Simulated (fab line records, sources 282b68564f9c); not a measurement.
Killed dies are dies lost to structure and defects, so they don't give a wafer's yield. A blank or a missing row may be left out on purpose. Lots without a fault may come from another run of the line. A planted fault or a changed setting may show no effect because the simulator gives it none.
Tool commonality check | flow rit_cmos | 13 lots, 39 wafers sampled

WHY IT WAS OPENED
At RIT_M1_RS_MEAS_01 the reading M1_AL_RS is flagged on 3 of 13 lots. Wafers without a fault read 0.0737 ohm/sq, standard deviation 0.0008.
Rule: a lot is flagged when every wafer of it that has a number lies more than 4 standard deviations from that mean, or none has a number. The other lots count as sound.

lot  | measured    | on            | M1_AL_RS (ohm/sq), wafer by wafer | flag
L562 | day 3 08:24 | film_metro-03 | 0.0726 0.0747 0.0741              |
L563 | day 3 15:13 | film_metro-03 | 0.0730 0.0733 0.0721              |
L565 | day 3 21:29 | film_metro-04 | 0.0725 0.0731 0.0719              |
L567 | day 4 11:44 | film_metro-02 | 0.0741 0.0736 0.0735              |
L571 | day 5 04:35 | film_metro-02 | 0.1026 0.1028 0.1029              | FLAGGED
L573 | day 5 20:07 | film_metro-04 | 0.1057 0.1030 0.1019              | FLAGGED
L575 | day 6 02:42 | film_metro-02 | 0.1026 0.1044 0.1037              | FLAGGED
L576 | day 6 04:41 | film_metro-03 | 0.0750 0.0752 0.0749              |
L578 | day 6 20:28 | film_metro-04 | 0.0731 0.0737 0.0727              |
L580 | day 7 02:56 | film_metro-02 | 0.0742 0.0736 0.0723              |
L581 | day 7 05:05 | film_metro-02 | 0.0744 0.0740 0.0746              |
L583 | day 7 20:29 | film_metro-03 | 0.0733 0.0734 0.0731              |
L585 | day 8 04:52 | film_metro-04 | 0.0746 0.0740 0.0751              |
The numbers of the flagged lots are 0.1033 ohm/sq on average: +0.0296 ohm/sq against the usual, or +37 standard deviations.

WHICH TOOL RAN EACH LOT
The record holds 1 process step before the reading, out of a route of 202 steps. In each cell: the tool, then ch and the chambers that the sampled wafers went through, then the start.
lot  | flag    | RIT_M1_SPUTTER_00
L562 |         | pvd_sputter-04, day 3 08:04
L563 |         | pvd_sputter-02, day 3 14:55
L565 |         | pvd_sputter-02, day 3 21:11
L567 |         | pvd_sputter-02, day 4 11:26
L571 | FLAGGED | pvd_sputter-02, day 5 04:15
L573 | FLAGGED | pvd_sputter-02, day 5 19:48
L575 | FLAGGED | pvd_sputter-02, day 6 02:23
L576 |         | pvd_sputter-01, day 6 04:23
L578 |         | pvd_sputter-04, day 6 20:09
L580 |         | pvd_sputter-04, day 7 02:38
L581 |         | pvd_sputter-01, day 7 04:44
L583 |         | pvd_sputter-01, day 7 20:10
L585 |         | pvd_sputter-01, day 8 04:31
What these steps do:
- RIT_M1_SPUTTER_00: material Al, target thk 400 nm, time 500 s.
- RIT_M1_RS_MEAS_01: measures by four-point-probe.

FLAGGED OVER TOTAL, TOOL BY TOOL (the gauges that took the reading come last)
step              | tool           | lots run | flagged | share of the flagged lots | sound lots run after its first flagged lot
RIT_M1_SPUTTER_00 | pvd_sputter-01 | 4        | 0       | none                      | -
RIT_M1_SPUTTER_00 | pvd_sputter-02 | 6        | 3       | all                       | 0
RIT_M1_SPUTTER_00 | pvd_sputter-04 | 3        | 0       | none                      | -
RIT_M1_RS_MEAS_01 | film_metro-02  | 5        | 2       | some                      | 2 (L580,L581)
RIT_M1_RS_MEAS_01 | film_metro-03  | 4        | 0       | none                      | -
RIT_M1_RS_MEAS_01 | film_metro-04  | 4        | 1       | some                      | 2 (L578,L585)

WHAT THE TABLE ALLOWS
1 row of the table ran every flagged lot: pvd_sputter-02 at RIT_M1_SPUTTER_00.
- pvd_sputter-02 at RIT_M1_SPUTTER_00: 3 of its 6 lots flagged. Its last sound lot is L567 (day 4 11:26), its first flagged lot L571 (day 5 04:15): a fault that began between those two fits.
One tool is left: pvd_sputter-02 at RIT_M1_SPUTTER_00.

WHAT THE SIMULATOR HAD PUT IN
Process parameter drift: pvd_sputter-02, from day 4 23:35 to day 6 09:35, at RIT_M1_SPUTTER_00. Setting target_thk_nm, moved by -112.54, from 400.
Lots struck among those shown: L571, L573, L575. The rule above found the same.
